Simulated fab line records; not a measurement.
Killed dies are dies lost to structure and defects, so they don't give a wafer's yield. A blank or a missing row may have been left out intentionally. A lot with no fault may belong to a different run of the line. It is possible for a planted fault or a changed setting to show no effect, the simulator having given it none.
The tool behind it: which one?    flow rit-cmos    Sampling: 14 lots, 42 wafers, 5 of 202 route steps

WHAT THE GAUGES READ, wafer by wafer
RIT_SILICIDE_THK_MEAS_03: measures by xrf.
lot   measured     on             SILICIDE_TI_THK (nm)
L433  day 3 02:09  film-metro-02  30.6 30.4 30.4
L434  day 3 11:37  film-metro-02  30.8 30.5 30.4
L435  day 3 13:56  film-metro-01  30.0 29.7 30.0
L436  day 3 18:03  film-metro-04  31.0 30.8 30.5
L440  day 4 13:06  film-metro-01  29.7 30.0 29.8
L443  day 5 03:24  film-metro-04  29.9 29.8 29.8
L447  day 6 02:43  film-metro-04  30.2 30.1 30.0
L448  day 6 05:23  film-metro-01  29.5 29.5 29.7
L450  day 6 16:59  film-metro-04  30.4 29.9 30.3
L451  day 6 20:55  film-metro-01  29.4 29.2 29.3
L453  day 7 06:46  film-metro-02  30.3 29.8 30.0
L454  day 7 12:22  film-metro-02  30.6 30.1 30.1
L455  day 7 17:25  film-metro-02  29.8 29.7 29.5
L456  day 7 21:53  film-metro-02  30.2 30.2 29.9

RIT_CONTACT_THK_MEAS_01.
lot   measured     on             CONTACT_TEOS_THK (nm)
L433  day 3 02:26  film-metro-03  403 405 414
L434  day 3 11:53  film-metro-03  416 415 418
L435  day 3 14:16  film-metro-01  409 415 419
L436  day 3 18:20  film-metro-01  411 409 421
L440  day 4 13:25  film-metro-03  411 356 414
L443  day 5 03:41  film-metro-01  348 412 408
L447  day 6 03:01  film-metro-02  418 417 419
L448  day 6 05:40  film-metro-03  407 422 415
L450  day 6 17:17  film-metro-01  415 418 418
L451  day 6 21:12  film-metro-01  408 409 410
L453  day 7 07:03  film-metro-01  407 409 414
L454  day 7 12:39  film-metro-01  416 418 425
L455  day 7 17:43  film-metro-01  407 412 410
L456  day 7 22:10  film-metro-03  412 414 416

TOOL THAT RAN EACH LOT (tool first, then ch and the chambers of the sampled wafers, then the start)
lot   RIT_NSD_STRIP_09                     RIT_SILICIDE_RTA_06              RIT_CONTACT_CVD_00
L433  plasma-asher-01 ch 0,1, day 2 23:11  rtp-anneal-01 ch 0, day 3 02:19  pecvd-04 ch 0,2, day 3 02:23
L434  plasma-asher-01 ch 0,1, day 3 08:44  rtp-anneal-02 ch 0, day 3 11:47  pecvd-03 ch 0,2, day 3 11:50
L435  plasma-asher-04 ch 0,1, day 3 11:04  rtp-anneal-01 ch 0, day 3 14:07  pecvd-02 ch 0,2, day 3 14:11
L436  plasma-asher-03 ch 0,1, day 3 15:11  rtp-anneal-02 ch 0, day 3 18:13  pecvd-04 ch 0,1,2, day 3 18:17
L440  plasma-asher-03 ch 0,1, day 4 09:53  rtp-anneal-02 ch 0, day 4 13:16  pecvd-03 ch 0,2, day 4 13:20
L443  plasma-asher-01 ch 0,1, day 5 00:26  rtp-anneal-01 ch 0, day 5 03:34  pecvd-03 ch 0,1,2, day 5 03:38
L447  plasma-asher-03 ch 0,1, day 5 23:40  rtp-anneal-01 ch 0, day 6 02:53  pecvd-02 ch 0,2, day 6 02:58
L448  plasma-asher-04 ch 0,1, day 6 02:32  rtp-anneal-02 ch 0, day 6 05:33  pecvd-04 ch 0,2, day 6 05:37
L450  plasma-asher-04 ch 0,1, day 6 13:55  rtp-anneal-01 ch 0, day 6 17:10  pecvd-02 ch 0,2, day 6 17:14
L451  plasma-asher-03 ch 0,1, day 6 17:43  rtp-anneal-02 ch 0, day 6 21:05  pecvd-04 ch 1,2, day 6 21:08
L453  plasma-asher-01 ch 0,1, day 7 03:52  rtp-anneal-02 ch 0, day 7 06:56  pecvd-02 ch 0,1, day 7 06:59
L454  plasma-asher-04 ch 0,1, day 7 09:31  rtp-anneal-02 ch 0, day 7 12:32  pecvd-03 ch 0,1,2, day 7 12:35
L455  plasma-asher-04 ch 0,1, day 7 14:13  rtp-anneal-02 ch 0, day 7 17:35  pecvd-04 ch 0,1,2, day 7 17:39
L456  plasma-asher-03 ch 0,1, day 7 18:41  rtp-anneal-02 ch 0, day 7 22:03  pecvd-02 ch 0,1,2, day 7 22:07
- RIT_NSD_STRIP_09: strips in O2, time 180 s.
- RIT_SILICIDE_RTA_06: time 10 s, ramp up 5 s, ramp down 10 s.
- RIT_CONTACT_CVD_00: deposits SiO2 from TEOS, target thk 400 nm, time 63.41 s.

WHAT THE TOOLS THEMSELVES READ (means of the sampled wafers that have a number; where no wafer has one, the mark that the record gives instead)
RIT_NSD_STRIP_09.
lot   tool             drypump-motor-current-A (A)
L433  plasma-asher-01  4.8
L434  plasma-asher-01  4.9
L435  plasma-asher-04  5.5
L436  plasma-asher-03  5.8
L440  plasma-asher-03  6.0
L443  plasma-asher-01  4.8
L447  plasma-asher-03  5.9
L448  plasma-asher-04  5.6
L450  plasma-asher-04  5.6
L451  plasma-asher-03  6.0
L453  plasma-asher-01  5.0
L454  plasma-asher-04  5.4
L455  plasma-asher-04  5.5
L456  plasma-asher-03  5.9

RIT_SILICIDE_RTA_06.
lot   tool           wafer_temp_C_max
L433  rtp-anneal-01  753.6
L434  rtp-anneal-02  752.2
L435  rtp-anneal-01  753.0
L436  rtp-anneal-02  752.4
L440  rtp-anneal-02  752.4
L443  rtp-anneal-01  753.7
L447  rtp-anneal-01  754.2
L448  rtp-anneal-02  751.4
L450  rtp-anneal-01  753.6
L451  rtp-anneal-02  752.0
L453  rtp-anneal-02  751.2
L454  rtp-anneal-02  751.7
L455  rtp-anneal-02  751.3
L456  rtp-anneal-02  751.5

RIT_CONTACT_CVD_00.
lot   tool      heater-power-w (W)
L433  pecvd-04  317
L434  pecvd-03  351
L435  pecvd-02  290
L436  pecvd-04  250
L440  pecvd-03  377
L443  pecvd-03  379
L447  pecvd-02  328
L448  pecvd-04  296
L450  pecvd-02  372
L451  pecvd-04  222
L453  pecvd-02  290
L454  pecvd-03  382
L455  pecvd-04  292
L456  pecvd-02  331

THE ANSWER, worked out from the rows above alone
Rule: what is usual is taken from the lots themselves. Put in order of their means at a reading, lots are off if they are a third of the lots or fewer, leave a main group of 4 or more, and stand apart from it by a gap of 3 or more times the standard deviation of the main group's means; of several such gaps the widest counts. The tables above print the reading to a certain number of digits; a main group whose means all agree to those digits is not used. Also off: a lot with no number at a reading for which 4 or more lots have one. Where the step has rows for the other lots, those lots are counted as sound. After the gauges, taken in route order, come the tools' own readings; for these a lot's mean is taken, as printed above. At the first step where some lot is off, the reading lying furthest off is the one used; lots without a number count as furthest.
Off: at RIT_CONTACT_THK_MEAS_01 (CONTACT_TEOS_THK), L440, L443. Mean 414 nm and standard deviation 3.7 in the main group.
A tool fits if, at a process step before that reading, it ran every lot that is off, and no sound lot after the first of them. The gauges at RIT_CONTACT_THK_MEAS_01 are tried like those tools. Not one of the candidates tried fits.

WHAT WAS PUT IN BY THE SIMULATOR
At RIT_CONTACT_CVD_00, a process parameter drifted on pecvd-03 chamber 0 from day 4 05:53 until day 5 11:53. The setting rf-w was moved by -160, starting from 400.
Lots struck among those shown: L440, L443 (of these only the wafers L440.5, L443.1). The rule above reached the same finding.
